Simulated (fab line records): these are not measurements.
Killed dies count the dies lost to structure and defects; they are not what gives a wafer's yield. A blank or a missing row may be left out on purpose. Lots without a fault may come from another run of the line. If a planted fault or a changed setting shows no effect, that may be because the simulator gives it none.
fab line records / flow rit-cmos
record lots=5 wafers=23
route steps=202 shown M1@188
start-h: start of the lot's first displayed wafer, in hours after the record's first day / wait-h: hours from the lot's prior step to this one / " identical to the entry in the row above / L1.1+2: several wafers, shown together as one row / - no value, or no start given / * or withheld: withheld / < > ~ a bound
route shown NAME@n: names a module that has steps shown in the file, with the first one's number in the route / usual: the fault-free wafers' mean and standard deviation / same: alike in all rows / chamber/n: place in a boat / sites: per-site readings / _std_site: the standard deviation of these / _edge_site: the outer-site mean with the inner-site mean subtracted / radius-mm: for every site, how far away it sits from the centre of the wafer / mask NAME#n: copy n / behind: the most recent tool/chamber to have shaped the wafer / hold: reason for holding the lot/hours on hold/outcome of the hold / device: whichever transistor did not switch (one of n, p or np) / end of line: tests of these same wafers at the route's end / for a step that has no rows: nothing shown but its recipe / killed: the dies lost at the first sort to structure and to defects; this is not the yield of the wafer / map: a wafer's dies, x killed, . not, _ none there
set.NAME: the setting the step ran with; set.NAME@STEP: the setting that earlier step ran with / model.NAME: the simulator's own value behind a step, which no gauge read
lots run with intentionally changed settings; tables by step, rows by wafer
## steps
# step RIT_M1_COAT_04
# recipe resist=NOVOLAK spin-rpm=2000 resist-thk-nm=1300
lot.wafer=L080.1 tool=litho-track-04 chamber=0 start-h=85.26 wait-h=0.1 set.resist-thk-nm=1334 model.NOVOLAK_of_M1_COAT_04.thk-nm=1328
lot.wafer=L080.2 tool=litho-track-04 chamber=0 start-h=85.26 wait-h=0.1 set.resist-thk-nm=1300 model.NOVOLAK_of_M1_COAT_04.thk-nm=1300
lot.wafer=L080.3 tool=litho-track-04 chamber=0 start-h=85.26 wait-h=0.1 set.resist-thk-nm=1334 model.NOVOLAK_of_M1_COAT_04.thk-nm=1334
lot.wafer=L080.4+6 tool=litho-track-04 chamber=0 start-h=85.26 wait-h=0.1 set.resist-thk-nm=1300 model.NOVOLAK_of_M1_COAT_04.thk-nm=1301
lot.wafer=L081.1 tool=litho-track-04 chamber=0 start-h=90.16 wait-h=0.1 set.resist-thk-nm=1261 model.NOVOLAK_of_M1_COAT_04.thk-nm=1258
lot.wafer=L081.2 tool=litho-track-04 chamber=0 start-h=90.16 wait-h=0.1 set.resist-thk-nm=1261 model.NOVOLAK_of_M1_COAT_04.thk-nm=1262
lot.wafer=L081.3 tool=litho-track-04 chamber=0 start-h=90.16 wait-h=0.1 set.resist-thk-nm=1300 model.NOVOLAK_of_M1_COAT_04.thk-nm=1298
lot.wafer=L081.4 tool=litho-track-04 chamber=0 start-h=90.16 wait-h=0.1 set.resist-thk-nm=1261 model.NOVOLAK_of_M1_COAT_04.thk-nm=1257
lot.wafer=L081.5 tool=litho-track-04 chamber=0 start-h=90.16 wait-h=0.1 set.resist-thk-nm=1300 model.NOVOLAK_of_M1_COAT_04.thk-nm=1301
lot.wafer=L083.1 tool=litho-track-04 chamber=0 start-h=102.77 wait-h=0.1 set.resist-thk-nm=1230 model.NOVOLAK_of_M1_COAT_04.thk-nm=1240
lot.wafer=L083.2 tool=litho-track-04 chamber=0 start-h=102.77 wait-h=0.1 set.resist-thk-nm=1300 model.NOVOLAK_of_M1_COAT_04.thk-nm=1312
lot.wafer=L083.4 tool=litho-track-04 chamber=0 start-h=102.77 wait-h=0.1 set.resist-thk-nm=1230 model.NOVOLAK_of_M1_COAT_04.thk-nm=1235
lot.wafer=L083.5 tool=litho-track-04 chamber=0 start-h=102.77 wait-h=0.1 set.resist-thk-nm=1230 model.NOVOLAK_of_M1_COAT_04.thk-nm=1238
lot.wafer=L083.6 tool=litho-track-04 chamber=0 start-h=102.77 wait-h=0.1 set.resist-thk-nm=1300 model.NOVOLAK_of_M1_COAT_04.thk-nm=1311
lot.wafer=L084.3 tool=litho-track-01 chamber=0 start-h=106.14 wait-h=0.1 set.resist-thk-nm=1300 model.NOVOLAK_of_M1_COAT_04.thk-nm=1297
lot.wafer=L084.4+6 tool=litho-track-01 chamber=0 start-h=106.14 wait-h=0.1 set.resist-thk-nm=1300 model.NOVOLAK_of_M1_COAT_04.thk-nm=1298
lot.wafer=L085.2+3 tool=litho-track-03 chamber=0 start-h=114.03 wait-h=0.1 set.resist-thk-nm=1300 model.NOVOLAK_of_M1_COAT_04.thk-nm=1301
lot.wafer=L085.4 tool=litho-track-03 chamber=0 start-h=114.03 wait-h=0.1 set.resist-thk-nm=1343 model.NOVOLAK_of_M1_COAT_04.thk-nm=1350
lot.wafer=L085.5 tool=litho-track-03 chamber=0 start-h=114.03 wait-h=0.1 set.resist-thk-nm=1343 model.NOVOLAK_of_M1_COAT_04.thk-nm=1342
lot.wafer=L085.6 tool=litho-track-03 chamber=0 start-h=114.03 wait-h=0.1 set.resist-thk-nm=1300 model.NOVOLAK_of_M1_COAT_04.thk-nm=1302
# step RIT_M1_SOFTBAKE_05
# recipe resist=NOVOLAK temp-c=90 time-s=60
# step RIT_M1_EXPOSE_06
# recipe mask-id=M12 na=0.6 source-shape=conventional sigma-outer=0.5 target-cd-nm=2600 dose-mj=250
# step RIT_M1_PEB_07
# recipe resist=NOVOLAK temp-c=withheld time-s=withheld
# step RIT_M1_DEVELOP_08
# recipe resist=NOVOLAK develop-time-s=68 dev-temp-c=24.01
# step RIT_M1_CD_MEAS_09
# recipe target-cd-nm=2600
# usual cd-nm=2599.9/2.5
lot.wafer=L080.1 tool=cd-sem-02 chamber=- start-h=85.99 wait-h=- set.resist-thk-nm@M1_COAT_04=1334 cd-nm=2601.8
lot.wafer=L080.2 tool=cd-sem-02 chamber=- start-h=85.99 wait-h=- set.resist-thk-nm@M1_COAT_04=1300 cd-nm=2600.8
lot.wafer=L080.3 tool=cd-sem-02 chamber=- start-h=85.99 wait-h=- set.resist-thk-nm@M1_COAT_04=1334 cd-nm=2603.8
lot.wafer=L080.4 tool=cd-sem-02 chamber=- start-h=85.99 wait-h=- set.resist-thk-nm@M1_COAT_04=1300 cd-nm=2601.2
lot.wafer=L080.6 tool=cd-sem-02 chamber=- start-h=85.99 wait-h=- set.resist-thk-nm@M1_COAT_04=1300 cd-nm=2598.5
lot.wafer=L081.1 tool=cd-sem-01 chamber=- start-h=90.89 wait-h=- set.resist-thk-nm@M1_COAT_04=1261 cd-nm=2598.5
lot.wafer=L081.2 tool=cd-sem-01 chamber=- start-h=90.89 wait-h=- set.resist-thk-nm@M1_COAT_04=1261 cd-nm=2596.7
lot.wafer=L081.3 tool=cd-sem-01 chamber=- start-h=90.89 wait-h=- set.resist-thk-nm@M1_COAT_04=1300 cd-nm=2599.2
lot.wafer=L081.4 tool=cd-sem-01 chamber=- start-h=90.89 wait-h=- set.resist-thk-nm@M1_COAT_04=1261 cd-nm=2598.2
lot.wafer=L081.5 tool=cd-sem-01 chamber=- start-h=90.89 wait-h=- set.resist-thk-nm@M1_COAT_04=1300 cd-nm=2599.1
lot.wafer=L083.1 tool=cd-sem-01 chamber=- start-h=103.63 wait-h=- set.resist-thk-nm@M1_COAT_04=1230 cd-nm=2595.2
lot.wafer=L083.2 tool=cd-sem-01 chamber=- start-h=103.63 wait-h=- set.resist-thk-nm@M1_COAT_04=1300 cd-nm=2601.9
lot.wafer=L083.4 tool=cd-sem-01 chamber=- start-h=103.63 wait-h=- set.resist-thk-nm@M1_COAT_04=1230 cd-nm=2596.0
lot.wafer=L083.5 tool=cd-sem-01 chamber=- start-h=103.63 wait-h=- set.resist-thk-nm@M1_COAT_04=1230 cd-nm=2595.6
lot.wafer=L083.6 tool=cd-sem-01 chamber=- start-h=103.63 wait-h=- set.resist-thk-nm@M1_COAT_04=1300 cd-nm=2601.5
lot.wafer=L084.3 tool=cd-sem-01 chamber=- start-h=106.98 wait-h=- set.resist-thk-nm@M1_COAT_04=1300 cd-nm=2602.8
lot.wafer=L084.4 tool=cd-sem-01 chamber=- start-h=106.98 wait-h=- set.resist-thk-nm@M1_COAT_04=1300 cd-nm=2601.2
lot.wafer=L084.6 tool=cd-sem-01 chamber=- start-h=106.98 wait-h=- set.resist-thk-nm@M1_COAT_04=1300 cd-nm=2602.8
lot.wafer=L085.2 tool=cd-sem-01 chamber=- start-h=114.88 wait-h=- set.resist-thk-nm@M1_COAT_04=1300 cd-nm=2602.5
lot.wafer=L085.3 tool=cd-sem-01 chamber=- start-h=114.88 wait-h=- set.resist-thk-nm@M1_COAT_04=1300 cd-nm=2602.9
lot.wafer=L085.4 tool=cd-sem-01 chamber=- start-h=114.88 wait-h=- set.resist-thk-nm@M1_COAT_04=1343 cd-nm=2608.0
lot.wafer=L085.5 tool=cd-sem-01 chamber=- start-h=114.88 wait-h=- set.resist-thk-nm@M1_COAT_04=1343 cd-nm=2604.8
lot.wafer=L085.6 tool=cd-sem-01 chamber=- start-h=114.88 wait-h=- set.resist-thk-nm@M1_COAT_04=1300 cd-nm=2603.0
# step RIT_M1_HARDBAKE_11
# recipe resist=NOVOLAK temp-c=140 time-s=120
lot.wafer=L080.1 tool=litho-track-04 chamber=0 start-h=86.15 wait-h=0.0 set.resist-thk-nm@M1_COAT_04=1334 model.NOVOLAK_of_M1_COAT_04.thk-nm=1161
lot.wafer=L080.2 tool=litho-track-04 chamber=0 start-h=86.15 wait-h=0.0 set.resist-thk-nm@M1_COAT_04=1300 model.NOVOLAK_of_M1_COAT_04.thk-nm=1137
lot.wafer=L080.3 tool=litho-track-04 chamber=0 start-h=86.15 wait-h=0.0 set.resist-thk-nm@M1_COAT_04=1334 model.NOVOLAK_of_M1_COAT_04.thk-nm=1166
lot.wafer=L080.4+6 tool=litho-track-04 chamber=0 start-h=86.15 wait-h=0.0 set.resist-thk-nm@M1_COAT_04=1300 model.NOVOLAK_of_M1_COAT_04.thk-nm=1138
lot.wafer=L081.1 tool=litho-track-01 chamber=0 start-h=91.04 wait-h=0.0 set.resist-thk-nm@M1_COAT_04=1261 model.NOVOLAK_of_M1_COAT_04.thk-nm=1101
lot.wafer=L081.2 tool=litho-track-01 chamber=0 start-h=91.04 wait-h=0.0 set.resist-thk-nm@M1_COAT_04=1261 model.NOVOLAK_of_M1_COAT_04.thk-nm=1104
lot.wafer=L081.3 tool=litho-track-01 chamber=0 start-h=91.04 wait-h=0.0 set.resist-thk-nm@M1_COAT_04=1300 model.NOVOLAK_of_M1_COAT_04.thk-nm=1135
lot.wafer=L081.4 tool=litho-track-01 chamber=0 start-h=91.04 wait-h=0.0 set.resist-thk-nm@M1_COAT_04=1261 model.NOVOLAK_of_M1_COAT_04.thk-nm=1100
lot.wafer=L081.5 tool=litho-track-01 chamber=0 start-h=91.04 wait-h=0.0 set.resist-thk-nm@M1_COAT_04=1300 model.NOVOLAK_of_M1_COAT_04.thk-nm=1137
lot.wafer=L083.1 tool=litho-track-04 chamber=0 start-h=103.79 wait-h=0.0 set.resist-thk-nm@M1_COAT_04=1230 model.NOVOLAK_of_M1_COAT_04.thk-nm=1085
lot.wafer=L083.2+6 tool=litho-track-04 chamber=0 start-h=103.79 wait-h=0.0 set.resist-thk-nm@M1_COAT_04=1300 model.NOVOLAK_of_M1_COAT_04.thk-nm=1147
lot.wafer=L083.4 tool=litho-track-04 chamber=0 start-h=103.79 wait-h=0.0 set.resist-thk-nm@M1_COAT_04=1230 model.NOVOLAK_of_M1_COAT_04.thk-nm=1081
lot.wafer=L083.5 tool=litho-track-04 chamber=0 start-h=103.79 wait-h=0.0 set.resist-thk-nm@M1_COAT_04=1230 model.NOVOLAK_of_M1_COAT_04.thk-nm=1084
lot.wafer=L084.3 tool=litho-track-01 chamber=0 start-h=107.18 wait-h=0.1 set.resist-thk-nm@M1_COAT_04=1300 model.NOVOLAK_of_M1_COAT_04.thk-nm=1134
lot.wafer=L084.4+6 tool=litho-track-01 chamber=0 start-h=107.18 wait-h=0.1 set.resist-thk-nm@M1_COAT_04=1300 model.NOVOLAK_of_M1_COAT_04.thk-nm=1135
lot.wafer=L085.2+3 tool=litho-track-04 chamber=0 start-h=115.20 wait-h=0.2 set.resist-thk-nm@M1_COAT_04=1300 model.NOVOLAK_of_M1_COAT_04.thk-nm=1138
lot.wafer=L085.4 tool=litho-track-04 chamber=0 start-h=115.20 wait-h=0.2 set.resist-thk-nm@M1_COAT_04=1343 model.NOVOLAK_of_M1_COAT_04.thk-nm=1180
lot.wafer=L085.5 tool=litho-track-04 chamber=0 start-h=115.20 wait-h=0.2 set.resist-thk-nm@M1_COAT_04=1343 model.NOVOLAK_of_M1_COAT_04.thk-nm=1173
lot.wafer=L085.6 tool=litho-track-04 chamber=0 start-h=115.20 wait-h=0.2 set.resist-thk-nm@M1_COAT_04=1300 model.NOVOLAK_of_M1_COAT_04.thk-nm=1139
# step RIT_M1_METAL_ETCH_12
# recipe stop-on=SiO2 chemistry=Cl2/BCl3 target=Al time-s=165 over-etch-frac=0.5 pressure-mtorr=100 target-depth-a=6000 rf-w=245.2 Cl2_flow_sccm=60 bcl3-flow-sccm=50
lot.wafer=L080.1 tool=rie-metal-03 chamber=0 start-h=86.40 wait-h=0.2 set.resist-thk-nm@M1_COAT_04=1334 model.NOVOLAK_of_M1_COAT_04.thk-nm=837.5
lot.wafer=L080.2 tool=rie-metal-03 chamber=1 start-h=86.40 wait-h=0.2 set.resist-thk-nm@M1_COAT_04=1300 model.NOVOLAK_of_M1_COAT_04.thk-nm=815.1
lot.wafer=L080.3 tool=rie-metal-03 chamber=0 start-h=86.40 wait-h=0.2 set.resist-thk-nm@M1_COAT_04=1334 model.NOVOLAK_of_M1_COAT_04.thk-nm=842.6
lot.wafer=L080.4 tool=rie-metal-03 chamber=1 start-h=86.40 wait-h=0.2 set.resist-thk-nm@M1_COAT_04=1300 model.NOVOLAK_of_M1_COAT_04.thk-nm=819.9
lot.wafer=L080.6 tool=rie-metal-03 chamber=0 start-h=86.40 wait-h=0.2 set.resist-thk-nm@M1_COAT_04=1300 model.NOVOLAK_of_M1_COAT_04.thk-nm=815.3
lot.wafer=L081.1 tool=rie-metal-04 chamber=1 start-h=91.29 wait-h=0.2 set.resist-thk-nm@M1_COAT_04=1261 model.NOVOLAK_of_M1_COAT_04.thk-nm=764.5
lot.wafer=L081.2 tool=rie-metal-04 chamber=0 start-h=91.29 wait-h=0.2 set.resist-thk-nm@M1_COAT_04=1261 model.NOVOLAK_of_M1_COAT_04.thk-nm=775.3
lot.wafer=L081.3 tool=rie-metal-04 chamber=1 start-h=91.29 wait-h=0.2 set.resist-thk-nm@M1_COAT_04=1300 model.NOVOLAK_of_M1_COAT_04.thk-nm=797
lot.wafer=L081.4 tool=rie-metal-04 chamber=0 start-h=91.29 wait-h=0.2 set.resist-thk-nm@M1_COAT_04=1261 model.NOVOLAK_of_M1_COAT_04.thk-nm=771.5
lot.wafer=L081.5 tool=rie-metal-04 chamber=1 start-h=91.29 wait-h=0.2 set.resist-thk-nm@M1_COAT_04=1300 model.NOVOLAK_of_M1_COAT_04.thk-nm=799.2
lot.wafer=L083.1 tool=rie-metal-03 chamber=1 start-h=104.04 wait-h=0.2 set.resist-thk-nm@M1_COAT_04=1230 model.NOVOLAK_of_M1_COAT_04.thk-nm=763.9
lot.wafer=L083.2 tool=rie-metal-03 chamber=0 start-h=104.04 wait-h=0.2 set.resist-thk-nm@M1_COAT_04=1300 model.NOVOLAK_of_M1_COAT_04.thk-nm=819.2
lot.wafer=L083.4 tool=rie-metal-03 chamber=0 start-h=104.04 wait-h=0.2 set.resist-thk-nm@M1_COAT_04=1230 model.NOVOLAK_of_M1_COAT_04.thk-nm=753.5
lot.wafer=L083.5 tool=rie-metal-03 chamber=0 start-h=104.04 wait-h=0.2 set.resist-thk-nm@M1_COAT_04=1230 model.NOVOLAK_of_M1_COAT_04.thk-nm=755.3
lot.wafer=L083.6 tool=rie-metal-03 chamber=1 start-h=104.04 wait-h=0.2 set.resist-thk-nm@M1_COAT_04=1300 model.NOVOLAK_of_M1_COAT_04.thk-nm=825.1
lot.wafer=L084.3 tool=rie-metal-04 chamber=0 start-h=107.40 wait-h=0.2 set.resist-thk-nm@M1_COAT_04=1300 model.NOVOLAK_of_M1_COAT_04.thk-nm=807.9
lot.wafer=L084.4 tool=rie-metal-04 chamber=1 start-h=107.40 wait-h=0.2 set.resist-thk-nm@M1_COAT_04=1300 model.NOVOLAK_of_M1_COAT_04.thk-nm=798.9
lot.wafer=L084.6 tool=rie-metal-04 chamber=0 start-h=107.40 wait-h=0.2 set.resist-thk-nm@M1_COAT_04=1300 model.NOVOLAK_of_M1_COAT_04.thk-nm=806.3
lot.wafer=L085.2 tool=rie-metal-01 chamber=1 start-h=115.41 wait-h=0.2 set.resist-thk-nm@M1_COAT_04=1300 model.NOVOLAK_of_M1_COAT_04.thk-nm=829.8
lot.wafer=L085.3 tool=rie-metal-01 chamber=0 start-h=115.41 wait-h=0.2 set.resist-thk-nm@M1_COAT_04=1300 model.NOVOLAK_of_M1_COAT_04.thk-nm=826.9
lot.wafer=L085.4 tool=rie-metal-01 chamber=1 start-h=115.41 wait-h=0.2 set.resist-thk-nm@M1_COAT_04=1343 model.NOVOLAK_of_M1_COAT_04.thk-nm=872.5
lot.wafer=L085.5 tool=rie-metal-01 chamber=1 start-h=115.41 wait-h=0.2 set.resist-thk-nm@M1_COAT_04=1343 model.NOVOLAK_of_M1_COAT_04.thk-nm=865.8
lot.wafer=L085.6 tool=rie-metal-01 chamber=0 start-h=115.41 wait-h=0.2 set.resist-thk-nm@M1_COAT_04=1300 model.NOVOLAK_of_M1_COAT_04.thk-nm=830.6
# step RIT_M1_ANNEAL_15
# recipe temp-c=450 time-s=1800 ambient=forming_gas_H2N2
lot.wafer=L080.1+2+3+4+6 tool=- chamber=- start-h=- wait-h=0.2 set.time-s=1897
lot.wafer=L081.1+2+3+4+5 tool=- chamber=- start-h=- wait-h=0.3 set.time-s=1800
lot.wafer=L083.1+2+4+5+6 tool=- chamber=- start-h=- wait-h=0.1 set.time-s=1656
lot.wafer=L084.3+4+6 tool=- chamber=- start-h=108.11 wait-h=0.2 set.time-s=1800
lot.wafer=L085.2+3+4+5+6 tool=- chamber=- start-h=- wait-h=0.1 set.time-s=1875
# step RIT_M1_PROBE_99
lot.wafer=L080.1+2+3+4+6 tool=prober-02 chamber=- start-h=88.77 wait-h=0.1 set.time-s@M1_ANNEAL_15=1897 model.etest.pmos-turned.r-on-ohm-um=- model.etest.pmos_0p15.r-on-ohm-um=-
lot.wafer=L083.1+2+6 tool=prober-01 chamber=- start-h=106.32 wait-h=0.1 set.time-s@M1_ANNEAL_15=1656 model.etest.pmos-turned.r-on-ohm-um=- model.etest.pmos_0p15.r-on-ohm-um=-
lot.wafer=L083.4 tool=prober-01 chamber=- start-h=106.47 wait-h=0.2 set.time-s@M1_ANNEAL_15=1656 model.etest.pmos-turned.r-on-ohm-um=2407 model.etest.pmos_0p15.r-on-ohm-um=1813
lot.wafer=L083.5 tool=prober-01 chamber=- start-h=106.52 wait-h=0.2 set.time-s@M1_ANNEAL_15=1656 model.etest.pmos-turned.r-on-ohm-um=2469 model.etest.pmos_0p15.r-on-ohm-um=1863
lot.wafer=L084.3 tool=prober-02 chamber=- start-h=109.83 wait-h=0.2 set.time-s@M1_ANNEAL_15=1800 model.etest.pmos-turned.r-on-ohm-um=3415 model.etest.pmos_0p15.r-on-ohm-um=2786
lot.wafer=L084.4 tool=prober-02 chamber=- start-h=109.88 wait-h=0.2 set.time-s@M1_ANNEAL_15=1800 model.etest.pmos-turned.r-on-ohm-um=3491 model.etest.pmos_0p15.r-on-ohm-um=2892
lot.wafer=L084.6 tool=prober-02 chamber=- start-h=109.98 wait-h=0.2 set.time-s@M1_ANNEAL_15=1800 model.etest.pmos-turned.r-on-ohm-um=3477 model.etest.pmos_0p15.r-on-ohm-um=2820
# killed by level:class
L084.3 FOX2:geometric-particle:short=1 GATE:geometric-particle:open=1 SPACER:geometric-particle:short=1
L084.4 GATE:geometric-particle:open=3 FOX1:geometric-particle:short=1 FOX2:geometric-particle:open=1 GATE:geometric-particle:short=1
L084.6 FOX1:geometric-particle:short=1 REOX:geometric-particle:open=1 SILICIDE:geometric-particle:short=1
## key
split step=RIT_M1_COAT_04 setting=resist-thk-nm stated=1300 by=wafer
response step=RIT_M1_COAT_04 reading=model.NOVOLAK_of_M1_COAT_04.thk-nm change=+13.3 per=1% r=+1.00
response step=RIT_M1_CD_MEAS_09 reading=cd-nm change=+0.992 per=1% r=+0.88
response step=RIT_M1_HARDBAKE_11 reading=model.NOVOLAK_of_M1_COAT_04.thk-nm change=+11.5 per=1% r=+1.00
response step=RIT_M1_METAL_ETCH_12 reading=model.NOVOLAK_of_M1_COAT_04.thk-nm change=+11.2 per=1% r=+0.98
split step=RIT_M1_ANNEAL_15 setting=time-s stated=1800 by=lot
response step=RIT_M1_PROBE_99 reading=model.etest.pmos-turned.r-on-ohm-um change=+128 per=1% r=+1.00
response step=RIT_M1_PROBE_99 reading=model.etest.pmos_0p15.r-on-ohm-um change=+124 per=1% r=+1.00
